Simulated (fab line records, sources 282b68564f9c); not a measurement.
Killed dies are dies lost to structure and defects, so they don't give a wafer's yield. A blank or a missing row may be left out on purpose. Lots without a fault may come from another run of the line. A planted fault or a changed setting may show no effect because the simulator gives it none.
fab line records | flow rit_cmos
record lots=14 wafers=42 last_day=7
route steps=202 shown REOX@101 M1@202
lots that met no fault: from a run of the same line without faults
start_h: hours from the record's first day to the start of the lot's first wafer shown | wait_h: hours since the lot's step before | " the same as in the row above | L1.1+2: a row that stands for several wafers | - no value, or no start given | * or withheld: withheld | < > ~ a bound
route shown NAME@n: a module of which the file shows steps, and the number in the route of the first | usual: mean/standard deviation of fault-free wafers | same: alike in all rows | chamber/n: place in a boat | sites: the reading at each site | _std_site: their standard deviation | _edge_site: outer sites' mean less inner sites' | radius_mm: how far each site lies from the wafer's centre | mask NAME#n: copy n | behind: the tool/chamber that last shaped the wafer | hold: why the lot was held/for how many hours/how that ended | device: the transistor (n, p or np) that didn't switch | end of line: the same wafers' tests at the end of the route | a step without rows: its recipe alone | killed: dies lost to structure and defects at the first sort, not the wafer's yield | map: a wafer's dies, x killed, . not, _ none there
set.NAME: the setting as run; set.NAME@STEP: as run at that earlier step | model.NAME: the simulator's own value behind a step, which no gauge read
steps of the route over a sample of lots; a table a step, a row a wafer
services: from which hour (start_h, from the record's first day; less than 0 if before it) a tool's chamber was out of use, for how many hours, and why
## steps
# step RIT_REOX_OXIDATION_03
# recipe temp_c=900 ambient=O2 target_thk_a=252 ox_time_s=5580
# usual spike_tc_centre_C=902.3/0.97 spike_tc_load_C=923/3.1 spike_tc_source_C=923.5/1.3 tube_center_temp_C=900/0.078 tube_center_temp_C_max=902.3/0.41 zone_power_centre_pct=41.8/2
# columns lot.wafer tool chamber start_h wait_h spike_tc_centre_C spike_tc_load_C spike_tc_source_C tube_center_temp_C tube_center_temp_C_max zone_power_centre_pct
L714.1 furnace-04 0 41.05 1.4 902.4 925 923.6 899.99 902.7 41.7
L714.4 " 0 " " 902.7 925 923.0 899.99 902.5 41.4
L714.5 " 0 " " 904.0 925 921.6 899.98 902.0 41.7
L715.2 furnace-03 0 49.09 0.0 902.5 925 922.3 900.02 902.6 45.3
L715.4 " 0 " " 903.5 927 921.0 899.95 902.4 45.4
L715.6 " 0 " " 901.5 927 923.3 899.94 902.1 45.1
L716.2 furnace-04 0 54.29 2.1 903.4 924 924.1 900.13 902.8 41.7
L716.3 " 0 " " 900.5 925 924.0 899.85 901.7 41.4
L716.5 " 0 " " 903.8 923 922.7 900.04 902.6 42.4
L717.1 furnace-03 0 60.98 0.0 903.4 923 923.7 900 902.4 45.0
L717.3 " 0 " " 902.7 924 925.0 900.12 902.9 44.6
L717.4 " 0 " " 902.2 927 923.7 900.07 902.3 45.8
L721.2 furnace-03 0 78.45 1.0 902.3 928 923.1 899.97 902.5 45.1
L721.4 " 0 " " 902.8 926 921.7 899.94 901.9 45.4
L721.6 " 0 " " 903.2 927 923.9 899.98 902.5 45.0
L722.1 furnace-01 0 86.94 2.0 901.5 921 922.9 900.01 902.3 39.7
L722.3 " 0 " " 901.3 920 923.7 899.97 902.1 39.7
L722.5 " 0 " " 901.3 919 924.2 900.01 903.2 40.0
L723.2 furnace-01 0 86.94 0.2 900.3 920 924.6 899.88 901.9 39.6
L723.4 " 0 " " 904.3 920 926.0 900 902.4 40.1
L723.5 " 0 " " 903.4 921 927.1 899.98 901.7 40.6
L725.2 furnace-01 0 99.84 0.5 902.1 920 925.4 900.07 902.4 39.2
L725.4 " 0 " " 903.0 920 924.9 899.9 902.1 40.3
L725.5 " 0 " " 900.5 920 923.8 899.95 901.5 40.0
L726.1 furnace-04 0 102.23 1.8 902.7 927 923.2 900.01 902.0 41.5
L726.4 " 0 " " 903.4 927 921.3 899.86 902.1 43.0
L726.5 " 0 " " 903.1 926 922.3 899.83 901.7 40.8
L727.2 furnace-01 0 105.20 1.1 900.5 920 924.1 899.96 902.2 40.5
L727.3 " 0 " " 900.8 918 924.3 900.01 902.6 40.4
L727.5 " 0 " " 902.2 919 923.3 899.97 902.2 39.0
L728.2 furnace-04 0 114.97 0.0 901.6 926 923.2 900.11 902.0 41.6
L728.3 " 0 " " 900.9 925 923.5 900.09 901.8 41.0
L728.4 " 0 " " 902.9 925 923.3 899.98 902.3 41.2
L729.1 furnace-04 0 117.52 0.6 902.4 927 922.6 899.99 902.0 41.3
L729.5 " 0 " " 901.6 925 923.5 899.91 901.9 41.9
L729.6 " 0 " " 901.5 925 922.7 899.9 903.3 41.2
L733.1 furnace-01 0 138.29 0.0 920.2 940 944.0 920.12 922.0 41.2
L733.2 " 0 " " 922.2 939 943.7 919.93 922.3 41.9
L733.5 " 0 " " 922.2 939 944.7 920.04 921.8 40.6
L734.1 furnace-01 0 140.84 0.3 920.8 941 945.7 919.89 921.7 40.9
L734.2 " 0 " " 923.7 939 945.0 920.01 921.9 41.0
L734.5 " 0 " " 922.3 940 943.2 920.08 922.3 41.0
# step RIT_REOX_THK_MEAS_04
# recipe reads=SiO2_of_REOX_OXIDATION_03
# usual REOX_OXIDE_THK=25.0/0.43
# columns lot.wafer tool chamber start_h wait_h REOX_OXIDE_THK[nm]
L714.1 film_metro-01 - 43.60 0.0 25.0
L714.4 " - " " 24.6
L714.5 " - " " 25.1
L715.2 film_metro-02 - 51.65 0.0 24.7
L715.4 " - " " 24.8
L715.6 " - " " 24.5
L716.2 film_metro-03 - 56.85 0.0 25.0
L716.3 " - " " 24.9
L716.5 " - " " 24.9
L717.1 film_metro-02 - 63.53 0.0 24.4
L717.3 " - " " 24.4
L717.4 " - " " 24.7
L721.2 film_metro-01 - 81.01 0.0 24.5
L721.4 " - " " 24.3
L721.6 " - " " 24.7
L722.1 film_metro-02 - 89.49 0.0 24.8
L722.3 " - " " 25.2
L722.5 " - " " 25.0
L723.2 film_metro-01 - 89.50 0.0 24.3
L723.4 " - " " 24.6
L723.5 " - " " 24.2
L725.2 film_metro-02 - 102.40 0.0 25.3
L725.4 " - " " 25.1
L725.5 " - " " 24.9
L726.1 film_metro-02 - 104.78 0.0 24.8
L726.4 " - " " 25.1
L726.5 " - " " 24.5
L727.2 film_metro-03 - 107.76 0.0 25.2
L727.3 " - " " 25.7
L727.5 " - " " 25.0
L728.2 film_metro-01 - 117.53 0.0 25.0
L728.3 " - " " 24.7
L728.4 " - " " 24.5
L729.1 film_metro-02 - 120.07 0.0 25.4
L729.5 " - " " 24.9
L729.6 " - " " 25.5
L733.1 film_metro-02 - 140.84 0.0 30.2
L733.2 " - " " 30.2
L733.5 " - " " 30.3
L734.1 film_metro-03 - 143.39 0.0 30.5
L734.2 " - " " 30.0
L734.5 " - " " 30.3
# step RIT_M1_PROBE_99
# usual killed_at_contacts=0.1/0.3 killed_at_front_end=6.7/2.6 killed_dies=6.8/2.6 killed_open=3.3/1.7 killed_short=3.4/2
# same gross_dies=264 killed_at_M0_to_M3=0 killed_at_M4_up=0 killed_at_back_side=0 killed_at_other=0
# columns lot.wafer tool chamber start_h wait_h killed_at_contacts killed_at_front_end killed_dies killed_open killed_short
L728.2 prober-01 - 133.85 0.1 0 11 11 4 7
L728.3 prober-01 - 133.90 0.2 0 8 8 3 5
L728.4 prober-01 - 133.95 0.2 0 8 8 4 4
# killed by level:class
L728.2 SPACER:geometric_particle:short=2 SPACER:geometric_particle:open=2 SILICIDE:geometric_particle:open=2 SILICIDE:geometric_particle:short=2 FOX1:geometric_particle:short=1 GATE:geometric_particle:short=1 REOX:geometric_particle:short=1
L728.3 FOX1:geometric_particle:short=4 REOX:geometric_particle:open=2 FOX1:geometric_particle:open=1 GATE:geometric_particle:short=1
L728.4 GATE:geometric_particle:open=4 FOX1:geometric_particle:short=2 GATE:geometric_particle:short=1 SILICIDE:geometric_particle:short=1
## services
# columns tool chamber start_h hours kind
furnace-03 - 35.74 7.0 pm
furnace-03 - 128.07 3.9 pm
## key
first_sign step=RIT_REOX_OXIDATION_03 reading=tube_center_temp_C direction=up sigmas=99+ usual=* struck=*
effect step=RIT_REOX_OXIDATION_03 reading=tube_center_temp_C_max direction=up sigmas=49 usual=* struck=*
effect step=RIT_REOX_THK_MEAS_04 reading=REOX_OXIDE_THK direction=up sigmas=12 usual=25.0 struck=30.2
met_at RIT_REOX_OXIDATION_03
struck_lots L733,L734
tester_left_out L733,L734
onset_between 105.20 138.29
fault kind=process_parameter_drift tool=furnace-01 chamber=- onset_h=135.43 steps=RIT_REOX_OXIDATION_03 channel=temp_c offset=* shape=step end_h=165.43 acts_in=* stated=*
# tester_left_out: of these lots the tester's yield and bins aren't shown, on N5 and GAA mostly nor the transistor test; their killed dies are dies lost to structure and defects alone, not to doping, threshold or leakage, so they don't give the yield
